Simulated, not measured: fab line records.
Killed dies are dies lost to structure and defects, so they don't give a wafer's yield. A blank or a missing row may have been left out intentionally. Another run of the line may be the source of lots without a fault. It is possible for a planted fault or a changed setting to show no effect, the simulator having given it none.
Which of the tools did it? | flow rit cmos | Sampling: 14 lots, 42 wafers, 2 of 202 route steps

## WHAT EACH GAUGE READ, for each wafer
Not one reading of a measure or inspect step in the record can be checked against a usual standard deviation.

## EACH LOT AND THE TOOL THAT RAN IT (in order: tool; ch and the chambers of the sampled wafers; start)
lot  | RIT_PRETRO_SOFTBAKE_02           | RIT_M1_PROBE_99
L296 | litho track-01 ch 0, day 2 10:28 | prober-02, day 3 13:36
L297 | litho track-03 ch 0, day 2 13:19 | prober-01, day 3 15:41
L298 | litho track-03 ch 0, day 2 16:49 | prober-02, day 3 21:02
L299 | litho track-01 ch 0, day 2 22:13 | prober-01, day 4 02:05
L301 | litho track-01 ch 0, day 3 07:04 | prober-01, day 4 09:44
L309 | litho track-03 ch 0, day 5 00:28 | prober-01, day 6 03:30
L310 | litho track-03 ch 0, day 5 04:38 | prober-02, day 6 08:09
L311 | litho track-01 ch 0, day 5 10:59 | prober-01, day 6 14:00
L312 | litho track-04 ch 0, day 5 16:10 | prober-02, day 6 20:56
L313 | litho track-04 ch 0, day 5 22:23 | prober-01, day 7 10:52
L314 | litho track-04 ch 0, day 6 02:11 | prober-02, day 7 12:22
L315 | litho track-01 ch 0, day 6 07:05 | prober-01, day 8 00:06
L317 | litho track-04 ch 0, day 7 02:25 | prober-01, day 8 21:20
L319 | litho track-01 ch 0, day 7 20:24 | prober-01, day 9 08:40
- RIT_PRETRO_SOFTBAKE_02: time 60 s.
- RIT_M1_PROBE_99

## AS READ BY THE TOOLS THEMSELVES (means over the sampled wafers that have a number; for cases with no such wafer, the mark the record gives instead)
RIT_PRETRO_SOFTBAKE_02.
lot  | tool           | heater power total W (W) | plate temp C (C) | resist line temp C (C)
L296 | litho track-01 | 34.49                    | 90.11            | 23.17
L297 | litho track-03 | 34.58                    | 89.93            | 23.02
L298 | litho track-03 | 34.60                    | 90.04            | 22.91
L299 | litho track-01 | 34.60                    | 89.97            | 23.06
L301 | litho track-01 | 34.51                    | 89.87            | 22.92
L309 | litho track-03 | 36.06                    | 92.75            | 23.03
L310 | litho track-03 | 36.12                    | 92.81            | 23.05
L311 | litho track-01 | 34.58                    | 89.99            | 22.97
L312 | litho track-04 | 34.57                    | 90.03            | 22.94
L313 | litho track-04 | 34.54                    | 89.91            | 22.98
L314 | litho track-04 | 34.52                    | 90.04            | 23.02
L315 | litho track-01 | 34.56                    | 89.87            | 23.07
L317 | litho track-04 | 34.53                    | 89.80            | 22.80
L319 | litho track-01 | 34.58                    | 89.96            | 22.98

RIT_M1_PROBE_99.
lot  | tool      | killed at front end | killed dies | killed open | killed short
L296 | prober-02 | 8                   | 8           | 5.0         | 3.0
L297 | prober-01 | 3                   | 3           | 1.3         | 1.7
L298 | prober-02 | 9                   | 9           | 4.3         | 5.0
L299 | prober-01 | 5                   | 5           | 2.3         | 3.0
L301 | prober-01 | 7                   | 7           | 4.0         | 3.3
L309 | prober-01 | 8                   | 8           | 3.7         | 4.3
L310 | prober-02 | 10                  | 10          | 6.0         | 3.7
L311 | prober-01 | 9                   | 9           | 6.0         | 2.7
L312 | prober-02 | 6                   | 6           | 2.3         | 3.3
L313 | prober-01 | 10                  | 10          | 5.3         | 4.3
L314 | prober-02 | 5                   | 5           | 2.3         | 2.3
L315 | prober-01 | 8                   | 8           | 5.7         | 2.3
L317 | prober-01 | 7                   | 7           | 3.3         | 3.3
L319 | prober-01 | 7                   | 7           | 3.7         | 3.0

## THE ANSWER, worked out from the rows above alone
Rule: what is usual is taken from the lots themselves. The widest of any qualifying gaps counts: lots, ordered by their means at a reading, are off when they make up no more than a third of the lots, leave a main group of 4 or more, and stand apart from it by 3 or more times the standard deviation of that group's means. The tables above print the reading to a certain number of digits; a main group whose means all agree to those digits is not used. Also off: a lot with no number at a reading for which 4 or more lots have one. Where the step has rows for the other lots, those lots are counted as sound. Order of review: gauges by route order, followed by the tools' own readings, for which a lot's mean as printed above is used. The first step at which some lot is off is used, and at that step the reading that is off furthest; a lot without a number counts as furthest.
Off at RIT_PRETRO_SOFTBAKE_02 (heater power total W): L309, L310. The main group has a mean of 34.55 W with a standard deviation of 0.035.
If a tool, at that step or one of the process steps before it, ran each lot that is off and ran no sound lot following the first of them, it fits. One fits: litho track-03 at RIT_PRETRO_SOFTBAKE_02. A fault onset in the window from L298 (day 2 16:49, its last sound lot) to L309 (day 5 00:28, its first lot off) fits.
The tool's own readings at RIT_PRETRO_SOFTBAKE_02 bear it out: on the lots that are off they differ by more than 5 times the standard deviation of the sound lots' means. heater power total W reads 36.09 W there against 34.55 W on the sound lots; plate temp C reads 92.78 C there against 89.96 C on the sound lots.

## WHAT THE SIMULATOR HAD PUT IN
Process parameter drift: litho track-03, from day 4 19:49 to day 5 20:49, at RIT_PRETRO_SOFTBAKE_02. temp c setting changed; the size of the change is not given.
Lots struck among those shown: L309, L310. The same result came from the rule above.
